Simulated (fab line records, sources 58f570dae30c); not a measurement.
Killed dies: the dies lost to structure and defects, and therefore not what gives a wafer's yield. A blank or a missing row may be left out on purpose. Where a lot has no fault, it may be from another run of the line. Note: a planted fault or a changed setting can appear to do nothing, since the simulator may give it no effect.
Commonality check across tools :: flow berkeley cmos170 :: Sampled: 14 lots, 42 wafers

WHY IT WAS OPENED
Flagged at UCB170_GATE_CD_MEAS_12: reading cd nm, on 2 of 14 lots. No-fault wafers: 349.8 nm, standard deviation 1.4.
Rule: a lot gets a flag if all its wafers with a number sit over 4 standard deviations from that mean, or if no wafer of it has a number. All remaining lots are regarded as sound.

lot: L592
measured: day 7 02:52
on: cd sem-01
cd nm (nm), wafer by wafer: 351.8 351.0 351.4
flag: 

lot: L595
measured: day 8 03:51
on: cd sem-01
cd nm (nm), wafer by wafer: 351.1 351.2 350.8
flag: 

lot: L597
measured: day 8 04:34
on: cd sem-02
cd nm (nm), wafer by wafer: 349.8 349.5 349.5
flag: 

lot: L596
measured: day 8 04:40
on: cd sem-01
cd nm (nm), wafer by wafer: 348.9 349.2 349.0
flag: 

lot: L598
measured: day 8 17:08
on: cd sem-02
cd nm (nm), wafer by wafer: 348.0 348.4 347.6
flag: 

lot: L599
measured: day 8 17:25
on: cd sem-02
cd nm (nm), wafer by wafer: 349.5 350.3 349.5
flag: 

lot: L600
measured: day 9 02:32
on: cd sem-01
cd nm (nm), wafer by wafer: 353.3 352.6 352.1
flag: 

lot: L602
measured: day 9 23:56
on: cd sem-01
cd nm (nm), wafer by wafer: 347.6 348.1 347.5
flag: 

lot: L603
measured: day 10 00:10
on: cd sem-01
cd nm (nm), wafer by wafer: 349.8 348.8 350.0
flag: 

lot: L605
measured: day 10 05:13
on: cd sem-01
cd nm (nm), wafer by wafer: 349.2 349.0 350.5
flag: 

lot: L608
measured: day 11 01:50
on: cd sem-02
cd nm (nm), wafer by wafer: 351.2 351.0 350.7
flag: 

lot: L612
measured: day 11 13:32
on: cd sem-01
cd nm (nm), wafer by wafer: 299.3 300.1 300.4
flag: FLAGGED

lot: L615
measured: day 11 22:19
on: cd sem-02
cd nm (nm), wafer by wafer: 350.3 348.4 349.7
flag: 

lot: L614
measured: day 11 22:19
on: cd sem-01
cd nm (nm), wafer by wafer: 302.0 303.7 302.2
flag: FLAGGED
Average over the flagged lots: 301.3 nm; offset from the usual -48.5 nm, equal to -35 standard deviations.

LOT BY LOT: THE TOOL USED
The record keeps 1 process step preceding the reading, out of 331 steps on the route. Every cell lists first the tool, next ch and the chambers used by the sampled wafers, and last the start.
lot: L592
flag: 
UCB170_GATE_COAT_07: litho track-04 ch 0, day 7 01:00

lot: L595
flag: 
UCB170_GATE_COAT_07: litho track-04 ch 0, day 8 03:00

lot: L597
flag: 
UCB170_GATE_COAT_07: litho track-02 ch 0, day 8 03:00

lot: L596
flag: 
UCB170_GATE_COAT_07: litho track-03 ch 0, day 8 03:00

lot: L598
flag: 
UCB170_GATE_COAT_07: litho track-03 ch 0, day 8 16:00

lot: L599
flag: 
UCB170_GATE_COAT_07: litho track-04 ch 0, day 8 16:00

lot: L600
flag: 
UCB170_GATE_COAT_07: litho track-03 ch 0, day 9 01:00

lot: L602
flag: 
UCB170_GATE_COAT_07: litho track-03 ch 0, day 9 23:00

lot: L603
flag: 
UCB170_GATE_COAT_07: litho track-04 ch 0, day 9 23:00

lot: L605
flag: 
UCB170_GATE_COAT_07: litho track-03 ch 0, day 10 04:00

lot: L608
flag: 
UCB170_GATE_COAT_07: litho track-03 ch 0, day 11 01:00

lot: L612
flag: FLAGGED
UCB170_GATE_COAT_07: litho track-04 ch 0, day 11 12:00

lot: L615
flag: 
UCB170_GATE_COAT_07: litho track-02 ch 0, day 11 21:00

lot: L614
flag: FLAGGED
UCB170_GATE_COAT_07: litho track-04 ch 0, day 11 21:00
What is done by these steps:
- UCB170_GATE_COAT_07: resist thk 900 nm.
- UCB170_GATE_CD_MEAS_12: target cd 350 nm.

FLAGGED OVER TOTAL, TOOL BY TOOL (the gauges that took the reading come last)
step: UCB170_GATE_COAT_07
tool: litho track-02
lots run: 2
flagged: 0
share of the flagged lots: none
sound lots run after its first flagged lot: -

step: UCB170_GATE_COAT_07
tool: litho track-03
lots run: 6
flagged: 0
share of the flagged lots: none
sound lots run after its first flagged lot: -

step: UCB170_GATE_COAT_07
tool: litho track-04
lots run: 6
flagged: 2
share of the flagged lots: all
sound lots run after its first flagged lot: 0

step: UCB170_GATE_CD_MEAS_12
tool: cd sem-01
lots run: 9
flagged: 2
share of the flagged lots: all
sound lots run after its first flagged lot: 0

step: UCB170_GATE_CD_MEAS_12
tool: cd sem-02
lots run: 5
flagged: 0
share of the flagged lots: none
sound lots run after its first flagged lot: -

WHAT THE TABLE ALLOWS
In 2 table rows, all flagged lots were run: litho track-04 (UCB170_GATE_COAT_07), cd sem-01 (UCB170_GATE_CD_MEAS_12).
- litho track-04 at UCB170_GATE_COAT_07: 2 of its 6 lots flagged. Last sound lot L603 at day 9 23:00, first flagged lot L612 at day 11 12:00; a fault beginning in between fits.
- cd sem-01 at UCB170_GATE_CD_MEAS_12: 2 of its 9 lots flagged. Last sound lot L605 at day 10 05:13, first flagged lot L612 at day 11 13:32; a fault beginning in between fits.
Counting lots can't tell these 2 tools apart, because each fits a fault that began at some hour. More lots, or a look at what each step does to the wafer, might.

WHAT THE SIMULATOR PUT IN
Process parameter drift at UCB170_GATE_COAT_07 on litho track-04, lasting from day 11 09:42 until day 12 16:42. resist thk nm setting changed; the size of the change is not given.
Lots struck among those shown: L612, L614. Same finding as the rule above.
